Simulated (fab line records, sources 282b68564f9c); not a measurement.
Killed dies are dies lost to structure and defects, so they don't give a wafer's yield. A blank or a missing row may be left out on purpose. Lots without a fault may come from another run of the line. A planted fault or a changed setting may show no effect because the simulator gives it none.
A struck lot beside a sound one | flow rit_cmos | 43 steps out of a route of 202
Sound: wafers L328.3, L328.4, L328.6. Struck: wafers L334.4, L334.5, L334.6. The cause comes at the end.
At each step with rows: each side's tool, then ch and its chambers, then its first start. Under that, the readings that differ: sound wafers | struck wafers | difference of the means | sigmas: that difference in standard deviations of wafers without a fault.
alike: readings whose means differ by less than 2 such deviations, and words and numbers that are the same on both sides. not compared: withheld readings, readings that some wafer has no value for, bounds like >300 that may hide the same value, and numbers for which the record gives no deviation and whose values overlap.
The two part at a step that has a row with sigmas, a row that says differs or no value, or rows on one side only. Numbers that don't overlap but have no deviation are shown without sigmas and don't part them. A reading that every wafer of one side lacks parts them only if that side has two wafers or more.

first, 2 steps without rows for these wafers: RIT_FOX2_CLEAN_02 (cleans in dHF, time 180 s); RIT_FOX2_WET_ETCH_03 (etches Si3N4 in H3PO4, target depth 195 nm, time 2652 s).
RIT_FOX2_THK_MEAS_90:
  sound on film_metro-03, day 3 07:59; struck on film_metro-03, day 4 12:48
  reading                     | sound       | struck      | difference | sigmas
  FIELD_OXIDE_LEFT_1_THK (nm) | 337 337 333 | 317 318 317 | -18        | -2
then, 6 steps without rows for these wafers: RIT_NWELL_HMDS_00 (prime time 60 s); RIT_NWELL_COAT_01 (resist thk 1300 nm); RIT_NWELL_SOFTBAKE_02 (time 60 s); RIT_NWELL_EXPOSE_03 (exposes mask M2, target cd 43900 nm); RIT_NWELL_PEB_04; RIT_NWELL_DEVELOP_05 (develop time 68 s).
RIT_NWELL_OVL_MEAS_06:
  sound on overlay-02, day 3 08:56; struck on overlay-01, day 4 14:09
  reading        | sound       | struck         | difference | sigmas
  NWELL_OVL (nm) | 1.5 1.2 2.4 | -1.9 -1.2 -1.1 | -3.1       | -2
then, 2 steps without rows for these wafers: RIT_NWELL_HARDBAKE_07 (time 120 s); RIT_NWELL_IMPLANT_08.
RIT_NWELL_STRIP_09: strips in O2, time 180 s.
  sound on plasma_asher-03 ch 0,1, day 3 09:25; struck on plasma_asher-04 ch 0,1, day 4 14:38
  no value came back on the struck wafers for chamber_pressure_mTorr (mTorr), drypump_motor_current_A (A); on the sound wafers chamber_pressure_mTorr (mTorr) reads 3996 3992 3998
  reading                                    | sound | struck         | difference | sigmas
  model.NOVOLAK_of_NWELL_COAT_01.thk_nm (nm) | 0 0 0 | 1135 1135 1136 | +1135      |
  not compared: rf_hours_counter_h
RIT_NWELL_TW_MEAS_10:
  sound on film_metro-03, day 3 09:33; struck on film_metro-01, day 4 14:47
  alike: NWELL_TW
then, 6 steps without rows for these wafers: RIT_PWELL_HMDS_00 (prime time 60 s); RIT_PWELL_COAT_01 (resist thk 1300 nm); RIT_PWELL_SOFTBAKE_02 (time 60 s); RIT_PWELL_EXPOSE_03 (exposes mask M3, target cd 43700 nm); RIT_PWELL_PEB_04; RIT_PWELL_DEVELOP_05 (develop time 70.14 s).
RIT_PWELL_OVL_MEAS_06:
  sound on overlay-02, day 3 10:36; struck on overlay-01, day 4 15:42
  alike: PWELL_OVL
then, 2 steps without rows for these wafers: RIT_PWELL_HARDBAKE_07 (time 120 s); RIT_PWELL_IMPLANT_08.
RIT_PWELL_STRIP_09: strips in O2, time 180 s.
  sound on plasma_asher-04 ch 0,1, day 3 11:05; struck on plasma_asher-04 ch 0,1, day 4 16:11
  alike: chamber_pressure_mTorr, drypump_motor_current_A
  not compared: rf_hours_counter_h
RIT_PWELL_TW_MEAS_10:
  sound on film_metro-04, day 3 11:13; struck on film_metro-04, day 4 16:20
  reading  | sound       | struck   | difference | sigmas
  PWELL_TW | 947 949 940 | 30 30 30 | -915       | -99 or more
then, 1 step without rows for these wafers: RIT_WELLDRIVE_ANNEAL_00 (time 14700 s).
RIT_WELLDRIVE_RS_MEAS_01: measures by four-point-probe.
  sound on film_metro-03, day 3 17:18; struck on film_metro-01, day 4 21:30
  alike: NWELL_RS
RIT_WELLDRIVE_RS_MEAS_02: measures by four-point-probe.
  sound on film_metro-03, day 3 17:25; struck on film_metro-01, day 4 21:37
  reading           | sound             | struck            | difference | sigmas
  PWELL_RS (ohm/sq) | 431.2 432.1 431.4 | 428.1 428.3 429.4 | -3.0       | -2
then, 6 steps without rows for these wafers: RIT_NRETRO_HMDS_00 (prime time 60 s); RIT_NRETRO_COAT_01 (resist thk 1300 nm); RIT_NRETRO_SOFTBAKE_02 (time 60 s); RIT_NRETRO_EXPOSE_03 (exposes mask M4, target cd 43900 nm); RIT_NRETRO_PEB_04; RIT_NRETRO_DEVELOP_05 (develop time 68 s).
RIT_NRETRO_OVL_MEAS_06:
  sound on overlay-02, day 3 18:31; struck on overlay-01, day 4 22:37
  alike: NRETRO_OVL
then, 2 steps without rows for these wafers: RIT_NRETRO_HARDBAKE_07 (time 120 s); RIT_NRETRO_IMPLANT_08.
RIT_NRETRO_STRIP_09: strips in O2, time 180 s.
  sound on plasma_asher-01 ch 0,1, day 3 19:00; struck on plasma_asher-01 ch 0,1, day 4 23:05
  alike: chamber_pressure_mTorr, drypump_motor_current_A
  not compared: rf_hours_counter_h
RIT_NRETRO_TW_MEAS_10:
  sound on film_metro-02, day 3 19:08; struck on film_metro-02, day 4 23:14
  reading   | sound          | struck   | difference | sigmas
  NRETRO_TW | 1052 1048 1056 | 30 30 30 | -1022      | -99 or more
then, 3 steps without rows for these wafers: RIT_PRETRO_HMDS_00 (prime time 60 s); RIT_PRETRO_COAT_01 (resist thk 1300 nm); RIT_PRETRO_SOFTBAKE_02 (time 60 s).
RIT_PRETRO_TW_MEAS_10:
  sound on film_metro-03, day 3 20:41; struck on film_metro-01, day 5 00:47
  reading   | sound       | struck   | difference | sigmas
  PRETRO_TW | 467 466 467 | 30 30 30 | -437       | -84

WHERE THEY PART
First at RIT_FOX2_THK_MEAS_90; last, within this record, at RIT_PRETRO_TW_MEAS_10.

WHY: what the simulator had put in
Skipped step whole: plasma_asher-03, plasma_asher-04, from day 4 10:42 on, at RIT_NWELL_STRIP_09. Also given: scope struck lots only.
